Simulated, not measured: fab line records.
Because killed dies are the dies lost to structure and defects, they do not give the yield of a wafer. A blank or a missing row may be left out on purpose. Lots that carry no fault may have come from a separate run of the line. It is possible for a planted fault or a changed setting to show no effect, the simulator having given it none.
What tool caused it? || flow berkeley-cmos170 || 13 lots, 39 wafers sampled, at 4 steps of a route of 331

## WHAT THE GAUGES SHOWED, per wafer
UCB170_GATE_CD_MEAS_12 targets a cd of 350 nm. Usual: cd-nm reads 350.0 nm (standard deviation 1.7).
{"lot": "L544", "measured": "day 7 15:30", "on": "cd-sem-02", "cd-nm (nm)": "351.1 351.0 350.6", "flag": ""}
{"lot": "L545", "measured": "day 7 20:12", "on": "cd-sem-02", "cd-nm (nm)": "350.0 349.7 349.0", "flag": ""}
{"lot": "L547", "measured": "day 8 02:13", "on": "cd-sem-02", "cd-nm (nm)": "346.1 347.3 347.9", "flag": ""}
{"lot": "L552", "measured": "day 8 12:10", "on": "cd-sem-02", "cd-nm (nm)": "349.4 352.0 349.8", "flag": ""}
{"lot": "L549", "measured": "day 8 12:28", "on": "cd-sem-01", "cd-nm (nm)": "349.2 349.0 349.7", "flag": ""}
{"lot": "L553", "measured": "day 9 03:05", "on": "cd-sem-01", "cd-nm (nm)": "348.2 348.6 347.1", "flag": ""}
{"lot": "L554", "measured": "day 9 13:02", "on": "cd-sem-02", "cd-nm (nm)": "347.9 346.9 347.5", "flag": ""}
{"lot": "L558", "measured": "day 10 02:38", "on": "cd-sem-02", "cd-nm (nm)": "352.6 350.3 350.9", "flag": ""}
{"lot": "L562", "measured": "day 11 01:40", "on": "cd-sem-02", "cd-nm (nm)": "349.3 350.5 350.0", "flag": ""}
{"lot": "L561", "measured": "day 11 01:57", "on": "cd-sem-02", "cd-nm (nm)": "351.3 350.8 351.5", "flag": ""}
{"lot": "L563", "measured": "day 11 02:01", "on": "cd-sem-01", "cd-nm (nm)": "349.3 349.0 348.8", "flag": ""}
{"lot": "L565", "measured": "day 11 23:47", "on": "cd-sem-01", "cd-nm (nm)": "348.6 351.6 351.0", "flag": ""}
{"lot": "L567", "measured": "day 12 11:17", "on": "cd-sem-02", "cd-nm (nm)": "353.1 352.7 351.6", "flag": ""}

UCB170_PSD_OVL_MEAS_07. Usual: PSD_OVL 0 nm, standard deviation 5.3.
{"lot": "L544", "measured": "day 8 00:59", "on": "overlay-01", "PSD_OVL (nm)": "1 -5 -3", "flag": ""}
{"lot": "L545", "measured": "day 8 08:03", "on": "overlay-02", "PSD_OVL (nm)": "1 -4 -1", "flag": ""}
{"lot": "L547", "measured": "day 8 14:22", "on": "overlay-01", "PSD_OVL (nm)": "8 4 -3", "flag": ""}
{"lot": "L552", "measured": "day 9 01:36", "on": "overlay-01", "PSD_OVL (nm)": "8 3 3", "flag": ""}
{"lot": "L549", "measured": "day 9 01:38", "on": "overlay-02", "PSD_OVL (nm)": "-7 -4 1", "flag": ""}
{"lot": "L553", "measured": "day 9 13:44", "on": "overlay-02", "PSD_OVL (nm)": "2 5 7", "flag": ""}
{"lot": "L554", "measured": "day 9 23:22", "on": "overlay-02", "PSD_OVL (nm)": "-6 -4 -4", "flag": ""}
{"lot": "L558", "measured": "day 10 15:55", "on": "overlay-02", "PSD_OVL (nm)": "-8 -9", "flag": ""}
{"lot": "L562", "measured": "day 11 13:50", "on": "overlay-01", "PSD_OVL (nm)": "2 -1 1", "flag": ""}
{"lot": "L561", "measured": "day 11 13:55", "on": "overlay-02", "PSD_OVL (nm)": "-1 2 11", "flag": ""}
{"lot": "L563", "measured": "day 11 14:23", "on": "overlay-02", "PSD_OVL (nm)": "0 -7 6", "flag": ""}
{"lot": "L565", "measured": "day 12 10:41", "on": "overlay-01", "PSD_OVL (nm)": "1 4 1", "flag": ""}
{"lot": "L567", "measured": "day 13 03:07", "on": "overlay-02", "PSD_OVL (nm)": "4 3 1", "flag": ""}

UCB170_PSD_TW_MEAS_10. Usual: PSD_TW 2332, standard deviation 9.9.
{"lot": "L544", "measured": "day 8 01:16", "on": "film-metro-02", "PSD_TW": "2337 2329 2328", "flag": ""}
{"lot": "L545", "measured": "day 8 08:20", "on": "film-metro-04", "PSD_TW": "2334 2326 2333", "flag": ""}
{"lot": "L547", "measured": "day 8 14:40", "on": "film-metro-02", "PSD_TW": "2324 2335 2331", "flag": ""}
{"lot": "L552", "measured": "day 9 01:53", "on": "film-metro-03", "PSD_TW": "2334 2350 2334", "flag": ""}
{"lot": "L549", "measured": "day 9 01:56", "on": "film-metro-02", "PSD_TW": "2331 2328 2335", "flag": ""}
{"lot": "L553", "measured": "day 9 14:01", "on": "film-metro-03", "PSD_TW": "2347 2342 2328", "flag": ""}
{"lot": "L554", "measured": "day 9 23:38", "on": "film-metro-04", "PSD_TW": "2326 2324 2323", "flag": ""}
{"lot": "L558", "measured": "day 10 16:13", "on": "film-metro-04", "PSD_TW": "2321 2329", "flag": ""}
{"lot": "L562", "measured": "day 11 14:07", "on": "film-metro-03", "PSD_TW": "2345 2340 2338", "flag": ""}
{"lot": "L561", "measured": "day 11 14:12", "on": "film-metro-04", "PSD_TW": "2334 2334 2329", "flag": ""}
{"lot": "L563", "measured": "day 11 14:40", "on": "film-metro-04", "PSD_TW": "2348 2342 2341", "flag": ""}
{"lot": "L565", "measured": "day 12 10:59", "on": "film-metro-04", "PSD_TW": "2329 2324 2335", "flag": ""}
{"lot": "L567", "measured": "day 13 03:23", "on": "film-metro-03", "PSD_TW": "2333 2330 2334", "flag": ""}

## EACH LOT AND THE TOOL THAT RAN IT (in order: tool; ch and the chambers of the sampled wafers; start)
{"lot": "L544", "UCB170_SPACER_ETCHBACK_03": "rie-diel-01 ch 1,3, day 7 23:42"}
{"lot": "L545", "UCB170_SPACER_ETCHBACK_03": "rie-diel-04 ch 0,2,3, day 8 06:53"}
{"lot": "L547", "UCB170_SPACER_ETCHBACK_03": "rie-diel-04 ch 0,2,3, day 8 12:09"}
{"lot": "L552", "UCB170_SPACER_ETCHBACK_03": "rie-diel-02 ch 1,2,3, day 9 00:16"}
{"lot": "L549", "UCB170_SPACER_ETCHBACK_03": "rie-diel-01 ch 0,1,3, day 9 00:16"}
{"lot": "L553", "UCB170_SPACER_ETCHBACK_03": "rie-diel-02 ch 0,1,2, day 9 12:28"}
{"lot": "L554", "UCB170_SPACER_ETCHBACK_03": "rie-diel-04 ch 0,2,3, day 9 21:59"}
{"lot": "L558", "UCB170_SPACER_ETCHBACK_03": "rie-diel-02 ch 0,1,3, day 10 14:37"}
{"lot": "L562", "UCB170_SPACER_ETCHBACK_03": "rie-diel-01 ch 0,1,2, day 11 12:28"}
{"lot": "L561", "UCB170_SPACER_ETCHBACK_03": "rie-diel-02 ch 0,2,3, day 11 12:28"}
{"lot": "L563", "UCB170_SPACER_ETCHBACK_03": "rie-diel-01 ch 0,1, day 11 12:32"}
{"lot": "L565", "UCB170_SPACER_ETCHBACK_03": "rie-diel-04 ch 0,3, day 12 09:10"}
{"lot": "L567", "UCB170_SPACER_ETCHBACK_03": "rie-diel-04 ch 0,1,3, day 13 01:11"}
- UCB170_SPACER_ETCHBACK_03: etches SiO2 in CHF3/CF4/Ar, stops on Si, target depth 376 nm, time 100 s.

## WHAT THE TOOLS THEMSELVES READ (means of the sampled wafers that have a number; where no wafer has one, the mark that the record gives instead)
UCB170_SPACER_ETCHBACK_03. Usual: chamber-pressure-mTorr 199.99 mTorr, standard deviation 0.19; drypump-motor-current-A 5.5 A, standard deviation 0.56; oes-product-au 0.909 a.u., standard deviation 0.02; run-length-s 128.5 s, standard deviation 0.45; throttle-valve-pct 6.51 %, standard deviation 0.067.
{"lot": "L544", "tool": "rie-diel-01", "chamber-pressure-mTorr (mTorr)": 199.93, "drypump-motor-current-A (A)": 6.2, "oes-product-au (a.u.)": 0.906, "run-length-s (s)": 128.5, "throttle-valve-pct (%)": 6.54, "flag": ""}
{"lot": "L545", "tool": "rie-diel-04", "chamber-pressure-mTorr (mTorr)": 200.12, "drypump-motor-current-A (A)": 5.4, "oes-product-au (a.u.)": 0.905, "run-length-s (s)": 128.3, "throttle-valve-pct (%)": 6.52, "flag": ""}
{"lot": "L547", "tool": "rie-diel-04", "chamber-pressure-mTorr (mTorr)": 200.01, "drypump-motor-current-A (A)": 5.4, "oes-product-au (a.u.)": 0.914, "run-length-s (s)": 128.5, "throttle-valve-pct (%)": 6.52, "flag": ""}
{"lot": "L552", "tool": "rie-diel-02", "chamber-pressure-mTorr (mTorr)": 199.84, "drypump-motor-current-A (A)": 5.3, "oes-product-au (a.u.)": 0.897, "run-length-s (s)": 128.1, "throttle-valve-pct (%)": 6.56, "flag": ""}
{"lot": "L549", "tool": "rie-diel-01", "chamber-pressure-mTorr (mTorr)": 200.15, "drypump-motor-current-A (A)": 5.8, "oes-product-au (a.u.)": 0.918, "run-length-s (s)": 128.6, "throttle-valve-pct (%)": 6.50, "flag": ""}
{"lot": "L553", "tool": "rie-diel-02", "chamber-pressure-mTorr (mTorr)": 200.04, "drypump-motor-current-A (A)": 5.2, "oes-product-au (a.u.)": 0.891, "run-length-s (s)": 128.2, "throttle-valve-pct (%)": 6.50, "flag": ""}
{"lot": "L554", "tool": "rie-diel-04", "chamber-pressure-mTorr (mTorr)": 199.81, "drypump-motor-current-A (A)": 5.4, "oes-product-au (a.u.)": 0.911, "run-length-s (s)": 128.3, "throttle-valve-pct (%)": 6.52, "flag": ""}
{"lot": "L558", "tool": "rie-diel-02", "chamber-pressure-mTorr (mTorr)": 199.78, "drypump-motor-current-A (A)": 5.2, "oes-product-au (a.u.)": 0.933, "run-length-s (s)": 122.5, "throttle-valve-pct (%)": 6.55, "flag": "OFF"}
{"lot": "L562", "tool": "rie-diel-01", "chamber-pressure-mTorr (mTorr)": 200.02, "drypump-motor-current-A (A)": 5.6, "oes-product-au (a.u.)": 0.910, "run-length-s (s)": 128.5, "throttle-valve-pct (%)": 6.52, "flag": ""}
{"lot": "L561", "tool": "rie-diel-02", "chamber-pressure-mTorr (mTorr)": 200.01, "drypump-motor-current-A (A)": 5.0, "oes-product-au (a.u.)": 0.905, "run-length-s (s)": 128.7, "throttle-valve-pct (%)": 6.53, "flag": ""}
{"lot": "L563", "tool": "rie-diel-01", "chamber-pressure-mTorr (mTorr)": 200.15, "drypump-motor-current-A (A)": 5.4, "oes-product-au (a.u.)": 0.930, "run-length-s (s)": 128.3, "throttle-valve-pct (%)": 6.48, "flag": ""}
{"lot": "L565", "tool": "rie-diel-04", "chamber-pressure-mTorr (mTorr)": 199.78, "drypump-motor-current-A (A)": 5.6, "oes-product-au (a.u.)": 0.917, "run-length-s (s)": 128.2, "throttle-valve-pct (%)": 6.55, "flag": ""}
{"lot": "L567", "tool": "rie-diel-04", "chamber-pressure-mTorr (mTorr)": 199.97, "drypump-motor-current-A (A)": 5.9, "oes-product-au (a.u.)": 0.909, "run-length-s (s)": 128.3, "throttle-valve-pct (%)": 6.50, "flag": ""}

## THE ANSWER, worked out from the rows above alone
Rule: take the mean of a lot's wafers that have a number; if it is more than 3 standard deviations from the usual mean, the lot is off. Also off: a lot with no number at a reading for which 4 or more lots have one. Where the step has rows for the other lots, those lots are counted as sound. The gauges are gone through in route order, then the tools' own readings, and for those a lot's mean is taken as printed above. The first step at which some lot is off is used, and at that step the reading that is off furthest; a lot without a number counts as furthest.
Off: L558, at UCB170_SPACER_ETCHBACK_03 (run-length-s).
If a tool, at that step or one of the process steps before it, ran each lot that is off and ran no sound lot following the first of them, it fits. No candidate that was tried fits.

## WHAT WAS PUT IN BY THE SIMULATOR
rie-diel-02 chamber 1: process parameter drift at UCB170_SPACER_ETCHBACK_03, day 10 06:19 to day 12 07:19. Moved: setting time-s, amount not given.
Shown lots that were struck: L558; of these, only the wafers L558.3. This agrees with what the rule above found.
